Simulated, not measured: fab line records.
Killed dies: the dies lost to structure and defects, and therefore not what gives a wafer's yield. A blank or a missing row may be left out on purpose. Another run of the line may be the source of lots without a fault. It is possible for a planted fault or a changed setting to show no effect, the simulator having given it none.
Comparing a struck lot with a sound one	flow berkeley_cmos170	14 out of 331 route steps
Sound: the wafers L345.1, L345.2, L345.4. Wafers L335.2, L335.4, L335.6 were the ones struck. The cause comes at the end.
Order at every step that has rows: each side's tool, ch and its chambers, its first start. Under that, the readings that differ: sound wafers	struck wafers	difference of the means	sigmas: that difference in standard deviations of wafers without a fault.
alike: readings whose means differ by less than 2 such deviations, and words and numbers that are the same on both sides. not compared: withheld readings, readings that some wafer has no value for, bounds like >300 that may hide the same value, and numbers for which the record gives no deviation and whose values overlap.
A row with sigmas, a row that says differs or no value, or rows on one side alone: a step with any of these is where the two part. When numbers do not overlap yet have no deviation, they are printed without sigmas and do not part them. A reading missing from all wafers of one side parts the sides only when that side holds two or more wafers.

first, 3 steps without rows for these wafers: UCB170_ACTIVE_EXPOSE_10 (exposes mask ACTIVE, target cd 1200 nm); UCB170_ACTIVE_PEB_11; UCB170_ACTIVE_DEVELOP_12 (develop time 45 s).
UCB170_ACTIVE_CD_MEAS_13: target cd 1200 nm.
  sound on cd_sem-01, day 8 15:28; struck on cd_sem-02, day 6 17:13
reading	sound	struck	difference	sigmas
cd_nm (nm)	1202.1 1202.3 1203.1	1197.3 1198.0 1198.1	-4.7	-3
UCB170_ACTIVE_OVL_MEAS_14:
  sound on overlay-01, day 8 15:35; struck on overlay-01, day 6 17:19
  alike: ACTIVE_OVL
UCB170_ACTIVE_ETCH_15: etches Si3N4 in CH3F/Ar/O2, stops on SiO2, target depth 242 nm, time 151 s.
  sound on rie_diel-04 ch 0,2,3, day 8 15:38; struck on rie_diel-02 ch 0,2, day 6 17:21
  alike: CH3F_flow_sccm, chamber_pressure_mTorr, drypump_motor_current_A, oes_product_au, throttle_valve_pct
  not compared: rf_hours_counter_h
UCB170_ACTIVE_STRIP_16: strips in O2.
  sound on plasma_asher-02 ch 0,1, day 8 15:44; struck on plasma_asher-02 ch 0,1, day 6 17:27
  alike: chamber_pressure_mTorr, drypump_motor_current_A, oes_product_au, strip_time_to_endpoint_s
  not compared: rf_hours_counter_h
UCB170_ACTIVE_CD_MEAS_90: target cd 1200 nm.
  sound on cd_sem-02, day 8 15:50; struck on cd_sem-02, day 6 17:34
reading	sound	struck	difference	sigmas
cd_nm (nm)	1202.6 1202.4 1203.4	1197.2 1198.2 1198.4	-4.9	-3
then, 4 steps without rows for these wafers: UCB170_ACTIVE_CLEAN_17 (cleans in SPM, time 600 s); UCB170_PFIELD_HMDS_00 (prime time 60 s); UCB170_PFIELD_COAT_01 (resist thk 900 nm); UCB170_PFIELD_SOFTBAKE_02 (time 60 s).
UCB170_PFIELD_EXPOSE_03: exposes mask PFIELD, target cd 1500 nm.
  sound on krf_scanner-02 ch 0, day 8 18:49; struck on krf_scanner-02, day 6 18:27
  no value came back on the struck wafers for exposure_dose_mJ_cm2, focus_offset_nm (nm), reticle_temp_C (C); on the sound wafers exposure_dose_mJ_cm2 reads 29.967 30.028 30.040
  alike: mask
after that, 1 step had no rows for these wafers: UCB170_PFIELD_PEB_04.

WHERE THEY PART
Last at UCB170_PFIELD_EXPOSE_03 as far as this record goes, first at UCB170_ACTIVE_CD_MEAS_13.

WHY: what had been put in by the simulator
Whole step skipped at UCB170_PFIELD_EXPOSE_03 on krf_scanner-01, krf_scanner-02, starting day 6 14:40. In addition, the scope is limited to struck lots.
